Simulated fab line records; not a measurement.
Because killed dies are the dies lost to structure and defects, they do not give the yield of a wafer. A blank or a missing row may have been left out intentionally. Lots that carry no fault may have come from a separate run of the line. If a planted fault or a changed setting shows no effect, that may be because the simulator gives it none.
Split-lot experiment :: flow rit cmos :: 23 wafers read across 5 lots, on a route 202 steps long

## ABOUT THE SPLIT
At RIT_M1_SPUTTER_00 (material Al, target thk 400 nm, time 500 s), the setting time s was moved away from the recipe's 500 s on 7 of the 23 wafers read, by -13.3% to +9.1%. All remaining wafers had this setting at the recipe value.

## FROM SPLIT TO READING: 1 step shown by the file between the two
- RIT_M1_RS_MEAS_01: measures by four-point-probe

## THE READING
M1_AL_THK, in nm, at RIT_M1_THK_MEAS_02 (measures by xrf). A value of 397 nm with a standard deviation of 3.9 nm is what fault-free wafers of this fab line usually give.

wafer: L075.1
tool, chamber at the split: pvd sputter-03, -
time s as run, s: 545.6
against the recipe: +9.1%
M1_AL_THK, nm: 431
against lot-mates on the recipe: +35

wafer: L075.2
tool, chamber at the split: pvd sputter-03, -
time s as run, s: 500
against the recipe: recipe
M1_AL_THK, nm: 402
against lot-mates on the recipe: -

wafer: L075.3
tool, chamber at the split: pvd sputter-03, -
time s as run, s: 500
against the recipe: recipe
M1_AL_THK, nm: 395
against lot-mates on the recipe: -

wafer: L075.5
tool, chamber at the split: pvd sputter-03, -
time s as run, s: 545.6
against the recipe: +9.1%
M1_AL_THK, nm: 432
against lot-mates on the recipe: +36

wafer: L075.6
tool, chamber at the split: pvd sputter-03, -
time s as run, s: 500
against the recipe: recipe
M1_AL_THK, nm: 391
against lot-mates on the recipe: -

wafer: L076.1
tool, chamber at the split: pvd sputter-01, -
time s as run, s: 459
against the recipe: -8.2%
M1_AL_THK, nm: 367
against lot-mates on the recipe: -30

wafer: L076.2
tool, chamber at the split: pvd sputter-01, -
time s as run, s: 500
against the recipe: recipe
M1_AL_THK, nm: 393
against lot-mates on the recipe: -

wafer: L076.4
tool, chamber at the split: pvd sputter-01, -
time s as run, s: 500
against the recipe: recipe
M1_AL_THK, nm: 401
against lot-mates on the recipe: -

wafer: L076.5
tool, chamber at the split: pvd sputter-01, -
time s as run, s: 459
against the recipe: -8.2%
M1_AL_THK, nm: 367
against lot-mates on the recipe: -30

wafer: L076.6
tool, chamber at the split: pvd sputter-01, -
time s as run, s: 459
against the recipe: -8.2%
M1_AL_THK, nm: 365
against lot-mates on the recipe: -32

wafer: L081.1
tool, chamber at the split: pvd sputter-03, -
time s as run, s: 500
against the recipe: recipe
M1_AL_THK, nm: 389
against lot-mates on the recipe: -

wafer: L081.2
tool, chamber at the split: pvd sputter-03, -
time s as run, s: 500
against the recipe: recipe
M1_AL_THK, nm: 395
against lot-mates on the recipe: -

wafer: L081.3
tool, chamber at the split: pvd sputter-03, -
time s as run, s: 500
against the recipe: recipe
M1_AL_THK, nm: 393
against lot-mates on the recipe: -

wafer: L081.4
tool, chamber at the split: pvd sputter-03, -
time s as run, s: 500
against the recipe: recipe
M1_AL_THK, nm: 388
against lot-mates on the recipe: -

wafer: L081.6
tool, chamber at the split: pvd sputter-03, -
time s as run, s: 500
against the recipe: recipe
M1_AL_THK, nm: 392
against lot-mates on the recipe: -

wafer: L082.2
tool, chamber at the split: pvd sputter-01, -
time s as run, s: 500
against the recipe: recipe
M1_AL_THK, nm: 394
against lot-mates on the recipe: -

wafer: L082.4
tool, chamber at the split: pvd sputter-01, -
time s as run, s: 500
against the recipe: recipe
M1_AL_THK, nm: 395
against lot-mates on the recipe: -

wafer: L082.5
tool, chamber at the split: pvd sputter-01, -
time s as run, s: 500
against the recipe: recipe
M1_AL_THK, nm: 397
against lot-mates on the recipe: -

wafer: L085.2
tool, chamber at the split: pvd sputter-03, -
time s as run, s: 500
against the recipe: recipe
M1_AL_THK, nm: 401
against lot-mates on the recipe: -

wafer: L085.3
tool, chamber at the split: pvd sputter-03, -
time s as run, s: 433.3
against the recipe: -13.3%
M1_AL_THK, nm: 346
against lot-mates on the recipe: -52

wafer: L085.4
tool, chamber at the split: pvd sputter-03, -
time s as run, s: 500
against the recipe: recipe
M1_AL_THK, nm: 398
against lot-mates on the recipe: -

wafer: L085.5
tool, chamber at the split: pvd sputter-03, -
time s as run, s: 500
against the recipe: recipe
M1_AL_THK, nm: 396
against lot-mates on the recipe: -

wafer: L085.6
tool, chamber at the split: pvd sputter-03, -
time s as run, s: 433.3
against the recipe: -13.3%
M1_AL_THK, nm: 345
against lot-mates on the recipe: -53

FIT RESULTS
A straight line over all 23 wafers: M1_AL_THK changes by +3.74 nm for each +1% of time s; r = +0.99; the points scatter about the line by 3.6 nm.
The same after taking each lot's own level away (the mean of its wafers on the recipe; 23 wafers): +3.89 nm for each +1%; r = +0.99; scatter 2.7 nm.
On that fit, the largest move of time s shifts the reading by 52 nm.
Across the lots, their own levels run from 391.4 to 398.3 nm, a range of 1.8 times the standard deviation given above.
Hence the lot-to-lot level has little effect on the slope; both slopes agree.
Check: -51.6 nm against its lot-mates is what the line predicts for one of the wafers moved furthest among these (-13.3%) when that wafer is left out of the fit. It came out at -52.3 nm against them.

## FURTHER SPLITS ON THESE WAFERS
These wafers also went through other splits before the reading. Each is held against what the fit with the lots' levels taken away leaves over:
other split on the same wafers: RIT_PSD_IMPLANT_08 energy kev
wafers away from the commonest value: 5
r with M1_AL_THK (lot level and that fit taken away): -0.28

other split on the same wafers: RIT_CONTACT_DEVELOP_07 develop time s
wafers away from the commonest value: 8
r with M1_AL_THK (lot level and that fit taken away): -0.06

## THE WHOLE CHAIN: every reading that the file lists as answering this split, in the file's order
step: RIT_M1_SPUTTER_00
what it does: material Al, target thk 400 nm, time 500 s
reading: Al_of_M1_SPUTTER_00.thk nm (the simulator's own value, which no gauge read)
change (the file's fit): +4 nm for each +1% of the setting
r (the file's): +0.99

step: RIT_M1_RS_MEAS_01
what it does: measures by four-point-probe
reading: M1_AL_RS
change (the file's fit): -0.000808 for each +1% of the setting
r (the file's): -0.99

step: RIT_M1_THK_MEAS_02
what it does: measures by xrf
reading: M1_AL_THK
change (the file's fit): +3.93 for each +1% of the setting
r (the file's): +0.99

## THE FILE'S OWN FIT
M1_AL_THK changes by +3.93 nm for each +1% of time s, r = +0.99.
